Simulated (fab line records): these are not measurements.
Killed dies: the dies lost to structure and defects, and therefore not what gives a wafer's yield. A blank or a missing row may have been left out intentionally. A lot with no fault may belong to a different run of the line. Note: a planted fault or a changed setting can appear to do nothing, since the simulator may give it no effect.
fab line records | flow berkeley_cmos170 | part 2 of 2: steps 27 to 35 of 35
record: lots: 5 wafers: 15 last_day: 13
route steps=331 shown V1@261 M2@271 V2@292
lots that met no fault: from a run of the same line without faults
start_h: hours from the record's first day to the start of the lot's first wafer shown | wait_h: hours since the lot's step before | " repeats the value in the row above | L1.1+2: a row that stands for several wafers | - no value present, or no start provided | * or withheld: withheld | < > ~ a bound
route shown NAME@n: a module of which the file shows steps, and the number in the route of the first | usual: mean/standard deviation of fault-free wafers | same: alike in all rows | chamber/n: place in a boat | sites: per-site readings | _std_site: their standard deviation | _edge_site: the outer-site mean with the inner-site mean subtracted | radius_mm: for every site, how far away it sits from the centre of the wafer | mask NAME#n: copy n | behind: the tool/chamber that last shaped the wafer | hold: the reason the lot was held/the length of the hold in hours/how it ended | device: transistor that didn't switch, given as n, p or np | end of line: tests of these same wafers at the route's end | step lacking rows: just its recipe | killed: the dies lost at the first sort to structure and to defects; this is not the yield of the wafer | map: dies across one wafer; x = killed, . = not, _ = none there
set.NAME: the setting that was run; set.NAME@STEP: the one run at that earlier step | model.NAME: the simulator's own value behind a step, which no gauge read
lots at selected steps of the route; one table per step, one row per wafer
services: from which hour (start_h, from the record's first day; less than 0 if before it) a tool's chamber was out of use, for how many hours, and why
== steps ==
step: UCB170_M2_OVL_MEAS_16
usual: M2_OVL: 0/6.6
columns lot.wafer tool chamber start_h wait_h M2_OVL[nm]
L089.1 overlay-01 - 254.15 0.1 -5
L089.4 " - " " -6
L089.6 " - " " -6
L086.1 overlay-01 - 260.71 0.1 -3
L086.2 " - " " -9
L086.5 " - " " -9
L092.1 overlay-02 - 282.57 0.1 3
L092.2 " - " " 9
L092.3 " - " " -3
L094.2 overlay-02 - 290.99 0.1 -5
L094.5 " - " " 4
L094.6 " - " " -2
L096.3 overlay-02 - 296.70 0.1 1
L096.5 " - " " 11
L096.6 " - " " 3
step: UCB170_M2_ETCH_17
recipe: chemistry: N2/H2 target_depth_a: withheld overetch_a: withheld target: BARC time_s: withheld source_w: 500 bias_w: 100 pressure_mtorr: 30 n2_flow_sccm: 100 h2_flow_sccm: 200
usual: drypump_motor_current_A: 5.3/0.41 oes_product_au: 0.995/0.018 throttle_valve_pct: 13.28/0.22
columns lot.wafer tool chamber start_h wait_h drypump_motor_current_A oes_product_au throttle_valve_pct
L089.1 rie_diel-03 0 254.19 0.0 5.3 1.013 13.37
L089.4 " 1 " " 6.0 0.963 13.16
L089.6 " 1 " " 6.0 0.960 13.17
L086.1 rie_diel-03 2 260.75 0.0 5.0 1.010 12.87
L086.2 " 1 " " 6.0 0.970 13.15
L086.5 " 1 " " 6.0 0.968 13.16
L092.1 rie_diel-02 2 282.61 0.0 5.4 1.024 13.26
L092.2 " 0 " " 4.9 1.013 13.00
L092.3 " 0 " " 4.9 1.002 13.01
L094.2 rie_diel-02 0 291.02 0.0 4.9 1.011 12.99
L094.5 " 0 " " 4.9 1.009 12.99
L094.6 " 2 " " 5.4 1.016 13.26
L096.3 rie_diel-01 1 296.72 0.0 5.4 0.997 13.68
L096.5 " 2 " " 4.8 0.984 13.39
L096.6 " 1 " " 5.5 0.988 13.69
step: UCB170_M2_METAL_ETCH_18
recipe: chemistry: Cl2/BCl3 target: Al stop_on: SiO2 pressure_mtorr: 12 target_depth_a: 11700 over_etch_frac: 0.3 time_s: 195 icp_w: 600 bias_w: 120 Cl2_flow_sccm: 90 bcl3_flow_sccm: 45
usual: drypump_motor_current_A: 5.7/0.51 oes_product_au: 0.857/0.013 throttle_valve_pct: 24.52/0.2
columns lot.wafer tool chamber start_h wait_h drypump_motor_current_A oes_product_au rf_hours_counter_h throttle_valve_pct
L089.1 rie_metal-03 1 254.23 - 5.7 0.856 3 24.59
L089.4 " 1 " " 5.6 0.845 - 24.60
L089.6 " 1 " " 5.7 0.850 - 24.59
L086.1 rie_metal-01 0 260.79 - 5.7 0.858 1 24.16
L086.2 " 1 " " 5.2 0.868 13 24.60
L086.5 " 1 " " 5.2 0.866 - 24.60
L092.1 rie_metal-04 0 282.67 - 6.8 0.839 11 24.71
L092.2 " 1 " " 5.4 0.850 7 24.71
L092.3 " 1 " " 5.4 0.856 - 24.69
L094.2 rie_metal-04 1 291.06 - 5.4 0.855 8 24.69
L094.5 " 1 " " 5.4 0.853 - 24.68
L094.6 " 0 " " 6.7 0.838 - 24.70
L096.3 rie_metal-01 1 296.83 - 5.2 0.872 - 24.55
L096.5 " 0 " " 5.7 0.855 - 24.16
L096.6 " 1 " " 5.2 0.881 - 24.56
step: UCB170_M2_STRIP_19
recipe: chemistry: O2 power_w: 400 pressure_mtorr: 3500 platen_temp_c: withheld o2_flow_sccm: 400 overash_fraction: 0.5
usual: drypump_motor_current_A: 5.6/0.35 oes_product_au: 0.538/0.012
columns lot.wafer tool chamber start_h wait_h drypump_motor_current_A oes_product_au rf_hours_counter_h
L089.1 plasma_asher-04 1 254.42 0.1 5.1 0.532 56
L089.4 " 1 " " 5.1 0.552 -
L089.6 " 1 " " 5.1 0.543 -
L086.1 plasma_asher-02 0 260.98 0.1 5.5 0.542 46
L086.2 " 1 " " 5.4 0.524 46
L086.5 " 1 " " 5.4 0.523 -
L092.1 plasma_asher-02 1 282.86 0.1 5.5 0.526 49
L092.2 " 0 " " 5.5 0.538 49
L092.3 " 0 " " 5.5 0.543 -
L094.2 plasma_asher-04 0 291.25 0.1 6.0 0.555 61
L094.5 " 0 " " 6.0 0.549 -
L094.6 " 1 " " 5.1 0.537 -
L096.3 plasma_asher-03 1 296.98 0.1 6.1 0.535 -
L096.5 " 0 " " 5.4 0.562 -
L096.6 " 1 " " 6.1 0.541 -
step: UCB170_M2_CD_MEAS_90
recipe: target_cd_nm: 700
usual: cd_nm: 699.9/2.9
columns lot.wafer tool chamber start_h wait_h cd_nm
L089.1 cd_sem-01 - 254.52 0.1 699.8
L089.4 " - " " 699.7
L089.6 " - " " 700.8
L086.1 cd_sem-01 - 261.08 0.1 701.3
L086.2 " - " " 701.7
L086.5 " - " " 700.7
L092.1 cd_sem-02 - 282.96 0.1 698.1
L092.2 " - " " 698.2
L092.3 " - " " 700.9
L094.2 cd_sem-02 - 291.42 0.1 699.2
L094.5 " - " " 694.5
L094.6 " - " " 699.4
L096.3 cd_sem-02 - 297.09 0.1 692.7
L096.5 " - " " 696.7
L096.6 " - " " 692.5
step: UCB170_V2_CVD_00
recipe: material: SiO2 target_thk_nm: 2000 temp_c: 390 precursor: TEOS/O2 time_s: 250 rf_w: 550 pressure_mtorr: 9000
usual: heater_power_w: 276/75
columns lot.wafer tool chamber start_h wait_h heater_power_w
L089.1 pecvd-04 0 254.64 0.1 406
L089.4 " 1 " " 237
L089.6 " 0 " " 324
L086.1 pecvd-04 0 261.20 0.1 394
L086.2 " 1 " " 330
L086.5 " 1 " " 237
L092.1 pecvd-04 0 283.08 0.1 346
L092.2 " 1 " " 247
L092.3 " 2 " " 279
L094.2 pecvd-02 2 291.52 0.1 186
L094.5 " 0 " " 196
L094.6 " 2 " " 145
L096.3 pecvd-04 0 297.17 0.1 366
L096.5 " 0 " " 430
L096.6 " 2 " " 202
step: UCB170_V2_THK_MEAS_01
recipe: reads: SiO2_of_V2_CVD_00
usual: V2_TEOS_THK: 2002/27
columns lot.wafer tool chamber start_h wait_h V2_TEOS_THK[nm]
L089.1 film_metro-04 - 254.79 0.1 1976
L089.4 " - " " 1986
L089.6 " - " " 2018
L086.1 film_metro-04 - 261.36 0.1 2006
L086.2 " - " " 1954
L086.5 " - " " 2000
L092.1 film_metro-04 - 283.23 0.1 1975
L092.2 " - " " 1955
L092.3 " - " " 1993
L094.2 film_metro-01 - 291.68 0.1 1980
L094.5 " - " " 2007
L094.6 " - " " 2010
L096.3 film_metro-04 - 297.35 0.1 2030
L096.5 " - " " 2021
L096.6 " - " " 2036
step: UCB170_V2_CMP_02
recipe: material: SiO2 down_force_psi: 6 platen_rpm: 60 pad_velocity_m_s: 0.75398
usual: head_pressure_psi: 6.001/0.012 motor_current_A: 16.8/2.1 platen_rpm: 60.00/0.042
columns lot.wafer tool chamber start_h wait_h head_pressure_psi motor_current_A platen_rpm
L089.4 cmp-02 2 254.90 0.1 5.989 17.4 60.00
L089.1 " 3 " " 6.005 16.4 59.99
L089.6 " 2 " " 6.004 16.6 60.00
L086.2 cmp-02 0 261.47 0.1 6.003 15.2 60.04
L086.1 " 2 " " 6.009 17.6 59.97
L086.5 " 0 " " 5.981 15.9 60.02
L092.2 cmp-01 2 283.29 0.0 6.015 21.6 60.03
L092.3 " 0 " " 6.008 16.3 60.00
L092.1 " 1 " " 6.019 18.6 60.00
L094.2 cmp-01 0 291.73 0.0 5.994 13.9 59.95
L094.6 " 0 " " 6.000 15.4 60.03
L094.5 " 1 " " 6.009 19.5 59.99
L096.3 cmp-02 1 297.54 0.2 6.014 16.5 59.99
L096.6 " 2 " " 5.999 16.6 60.04
L096.5 " 3 " " 5.990 16.2 60.00
step: UCB170_V2_BOW_MEAS_03
recipe: mode: bow
usual: V2_BOW: 38/7.2
columns lot.wafer tool chamber start_h wait_h V2_BOW[um]
L089.1 film_metro-01 - 255.15 0.1 35
L089.4 " - " " 33
L089.6 " - " " 40
L086.1 film_metro-04 - 261.72 0.1 36
L086.2 " - " " 26
L086.5 " - " " 35
L092.1 film_metro-02 - 283.59 0.1 33
L092.2 " - " " 30
L092.3 " - " " 35
L094.2 film_metro-02 - 292.05 0.3 43
L094.5 " - " " 42
L094.6 " - " " 41
L096.3 film_metro-01 - 297.73 0.1 43
L096.5 " - " " 32
L096.6 " - " " 50
== services ==
columns tool chamber start_h hours kind
rie_diel-02 3 227.37 6.4 repair
plasma_asher-03 - 227.57 1.5 repair
rie_diel-02 2 229.96 8.2 repair
rie_diel-04 2 236.88 6.1 repair
cmp-02 - 241.25 4.0 pm
rie_metal-03 0 244.55 2.6 repair
rie_diel-03 - 246.92 0.4 repair
plasma_asher-01 - 248.27 14.6 pm
cmp-01 - 255.75 0.5 repair
cmp-02 - 257.48 0.5 repair
pecvd-02 0 264.62 3.8 repair
plasma_asher-04 - 267.41 1.3 repair
rie_metal-03 - 268.10 0.3 repair
pecvd-04 2 268.67 3.1 repair
plasma_asher-01 - 271.00 1.2 repair
krf_scanner-02 - 276.66 4.0 pm
pvd_sputter-04 - 276.99 3.7 repair
pecvd-04 - 279.90 2.8 pm
krf_scanner-01 - 280.80 1.0 pm
rie_diel-02 3 281.74 1.2 repair
krf_scanner-02 - 282.30 1.3 pm
pecvd-04 1 284.53 3.9 repair
pvd_sputter-02 - 289.06 2.5 repair
rie_diel-03 3 294.75 4.2 repair
